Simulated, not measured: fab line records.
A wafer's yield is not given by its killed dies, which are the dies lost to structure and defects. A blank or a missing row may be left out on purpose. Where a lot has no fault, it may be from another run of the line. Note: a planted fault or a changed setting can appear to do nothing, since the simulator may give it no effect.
Comparing a struck lot with a sound one | flow ritCmos | 43 steps out of a route of 202
Sound: the wafers L197.1, L197.2, L197.5. Struck: wafer L209.4 (L209.2, L209.5, from the same lot, were not struck and are left out); the cause is given at the end.
For every step that has rows: the tool of each side, followed by ch and its chambers, followed by its first start. Under that, the readings that differ: sound wafers | struck wafers | difference of the means | sigmas: that difference in standard deviations of wafers without a fault.
alike: readings with means less than 2 such deviations apart, plus words and numbers identical on both sides. not compared: withheld readings, readings lacking a value on some wafer, bounds such as >300 that could conceal the same value, and numbers that have no deviation in the record and whose values overlap.
The two part at a step that has a row with sigmas, a row that says differs or no value, or rows on one side only. When numbers do not overlap yet have no deviation, they are printed without sigmas and do not part them. A reading missing from all wafers of one side parts the sides only when that side holds two or more wafers.

first, 1 step without rows for these wafers: RIT_SDANNEAL_RTA_03 (time 5 s).
RIT_SDANNEAL_RS_MEAS_04: the measuring method here is four-point-probe.
  struck on filmMetro-04, day 6 07:34; sound on filmMetro-04, day 3 19:38
  alike: PSD_RS
RIT_SDANNEAL_RS_MEAS_05: the measuring method here is four-point-probe.
  struck on filmMetro-04, day 6 07:41; sound on filmMetro-04, day 3 19:45
reading         | sound             | struck | difference | sigmas
NSD_RS (ohm/sq) | 84.42 84.63 84.77 | 83.88  | -0.73      | -3
RIT_SDANNEAL_RS_MEAS_06: the measuring method here is four-point-probe.
  struck on filmMetro-04, day 6 07:49; sound on filmMetro-04, day 3 19:52
  alike: PLDD_RS
RIT_SDANNEAL_RS_MEAS_07: the measuring method here is four-point-probe.
  struck on filmMetro-04, day 6 07:56; sound on filmMetro-04, day 3 19:59
  alike: NLDD_RS
then, 1 step without rows for these wafers: RIT_SILICIDE_WET_ETCH_00 (etches SiO2 in BOE, target depth 14 nm, time 15 s).
RIT_SILICIDE_SPUTTER_01: material Ti, target thk 30 nm, time 240 s.
  struck on pvdSputter-04, day 6 08:02; sound on pvdSputter-01, day 3 20:07
reading              | sound          | struck | difference | sigmas
throttleValvePct (%) | 29.6 31.0 31.2 | 32.7   | +2.1       | +2
RIT_SILICIDE_RS_MEAS_02: the measuring method here is four-point-probe.
  struck on filmMetro-03, day 6 08:13; sound on filmMetro-03, day 3 20:16
  alike: SILICIDE_TI_RS
RIT_SILICIDE_THK_MEAS_03: measures by xrf.
  struck on filmMetro-03, day 6 08:19; sound on filmMetro-03, day 3 20:23
  alike: SILICIDE_TI_THK
then, 2 steps without rows for these wafers: RIT_SILICIDE_RTA_04 (time 10 s, ramp up 5 s, ramp down 5 s); RIT_SILICIDE_WET_ETCH_05 (etches Ti in SPM, time 120 s).
RIT_SILICIDE_RTA_06: time 10 s, ramp up 5 s, ramp down 10 s.
  sound on rtpAnneal-01 ch 0, day 3 20:34; struck on rtpAnneal-01 ch 0, day 6 08:29
  alike: wafer_temp_C_max
RIT_CONTACT_CVD_00: deposits SiO2 from TEOS, target thk 400 nm, time 61 s.
  sound on pecvd-03 ch 0,1, day 3 20:38; struck on pecvd-03 ch 0, day 6 08:33
  alike: heaterPowerW
RIT_CONTACT_THK_MEAS_01:
  struck on filmMetro-02, day 6 08:37; sound on filmMetro-01, day 3 20:41
  alike: CONTACT_TEOS_THK
then, 6 steps without rows for these wafers: RIT_CONTACT_HMDS_02 (prime time 60 s); RIT_CONTACT_COAT_03 (resist thk 1000 nm); RIT_CONTACT_SOFTBAKE_04 (time 60 s); RIT_CONTACT_EXPOSE_05 (exposes mask M11, target cd 1000 nm); RIT_CONTACT_PEB_06; RIT_CONTACT_DEVELOP_07 (develop time 120 s).
RIT_CONTACT_CD_MEAS_08 targets a cd of 1000 nm.
  struck on cdSem-01, day 6 09:38; sound on cdSem-01, day 3 22:02
  alike: cdNm
RIT_CONTACT_OVL_MEAS_09:
  struck on overlay-02, day 6 09:46; sound on overlay-01, day 3 22:10
  alike: CONTACT_OVL
then, 2 steps without rows for these wafers: RIT_CONTACT_HARDBAKE_10 (time 60 s); RIT_CONTACT_ETCH_11 (etches SiO2 in CHF3/CF4/Ar, stops on TiSi2, target depth 480 nm, time 320 s).
RIT_CONTACT_STRIP_12: strips in O2, time 172.5 s.
  sound on plasmaAsher-01 ch 0,1, day 3 22:32; struck on plasmaAsher-01 ch 1, day 6 10:27
  alike: drypumpMotorCurrentA
  not compared: rfHoursCounterH
RIT_CONTACT_CD_MEAS_90 targets a cd of 1000 nm.
  struck on cdSem-02, day 6 10:39; sound on cdSem-02, day 3 22:43
  alike: cdNm
then, 2 steps without rows for these wafers: RIT_CONTACT_CLEAN_13 (cleans in SC1, time 600 s); RIT_CONTACT_CLEAN_14 (cleans in SC2, time 600 s).
RIT_M1_SPUTTER_00: material Al, target thk 400 nm, time 500 s.
  struck on pvdSputter-03, day 6 11:17; sound on pvdSputter-04, day 3 23:11
  alike: throttleValvePct
RIT_M1_RS_MEAS_01: the measuring method here is four-point-probe.
  struck on filmMetro-04, day 6 11:36; sound on filmMetro-03, day 3 23:31
  alike: M1_AL_RS
RIT_M1_THK_MEAS_02: measures by xrf.
  struck on filmMetro-04, day 6 11:43; sound on filmMetro-03, day 3 23:38
  alike: M1_AL_THK
then, 6 steps without rows for these wafers: RIT_M1_HMDS_03 (prime time 60 s); RIT_M1_COAT_04 (resist thk 1300 nm); RIT_M1_SOFTBAKE_05 (time 60 s); RIT_M1_EXPOSE_06 (exposes mask M12, target cd 2600 nm); RIT_M1_PEB_07; RIT_M1_DEVELOP_08 (develop time 69.05 s).
RIT_M1_CD_MEAS_09 targets a cd of 2600 nm.
  struck on cdSem-01, day 6 12:40; sound on cdSem-01, day 4 00:41
  alike: cdNm
RIT_M1_OVL_MEAS_10:
  struck on overlay-01, day 6 12:46; sound on overlay-02, day 4 00:49
  alike: M1_OVL
then, 1 step without rows for these wafers: RIT_M1_HARDBAKE_11 (time 120 s).
RIT_M1_METAL_ETCH_12: etches Al in Cl2/BCl3, stops on SiO2, time 165 s, target depth 600 nm.
  sound on rieMetal-01 ch 0,1, day 4 01:06; struck on rieMetal-01 ch 0, day 6 13:03
  alike: drypumpMotorCurrentA, oesProductAu, throttleValvePct
  not compared: rfHoursCounterH
then, 1 step without rows for these wafers: RIT_M1_STRIP_13 (strips in nmp, time 600 s).
RIT_M1_PROBE_99:
  record: rows for the struck wafers here (prober-02, day 6 15:27), none for the sound ones

== WHERE THEY PART ==
Earliest at RIT_SDANNEAL_RS_MEAS_05; latest, in this record, at RIT_M1_PROBE_99.

WHY: what had been put in by the simulator
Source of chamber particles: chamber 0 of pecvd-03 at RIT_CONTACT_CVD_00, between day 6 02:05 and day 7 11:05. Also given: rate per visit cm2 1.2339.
